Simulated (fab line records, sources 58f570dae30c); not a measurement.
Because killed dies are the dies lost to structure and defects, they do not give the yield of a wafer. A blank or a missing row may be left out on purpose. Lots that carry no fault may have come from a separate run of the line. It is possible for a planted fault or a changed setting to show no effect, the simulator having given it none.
Matching of chambers    flow berkeleyCmos170    UCB170_PWELL_ETCH_14 on rieDiel-02: 4 sister chambers
The step etches Si3N4 in CH3F/Ar/O2, stops on SiO2, target depth 242 nm, time 151 s. 4 wafers are shown with their chamber, then 7 later ones without.

## WAFERS PAIRED WITH THEIR CHAMBERS
wafer   chamber  throttleValvePct (%)
L540.2  3        8.01
L544.6  1        7.97
L548.2  2        7.95
L548.3  0        7.93

## WAFERS WITH NO CHAMBER GIVEN
wafer   throttleValvePct (%)
L548.6  7.96
L549.2  7.95
L549.4  7.99
L549.6  7.98
L556.3  7.95
L556.4  7.93
L556.5  7.98

## CHAMBER TAKEN BY EACH
wafer   from the rows above           in truth
L548.6  can't be placed: 1 or 2       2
L549.2  can't be placed: 2 or 1       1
L549.4  can't be placed: 3 or 1       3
L549.6  can't be placed: 1 or 3 or 2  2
L556.3  can't be placed: 2 or 1       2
L556.4  0                             0
L556.5  can't be placed: 1 or 3 or 2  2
1 of 7 placed correctly. These rows do not allow placing 6 (true chamber among the candidates in 6). Placed wrongly: 0.
How it was worked out, from the rows above alone: a wafer's distance from a chamber is the root of the sum, over the readings, of the square of ((its reading less the chamber's mean) divided by the reading's scatter). The wafer belongs to the nearest chamber; if the next one is less than 2 further off, it can't be placed. For every chamber, the mean is computed from those of its wafers that are shown. The scatter (one wafer shown for each chamber): square how far every hidden wafer sits from the nearest shown wafer, average those squares and take the square root.
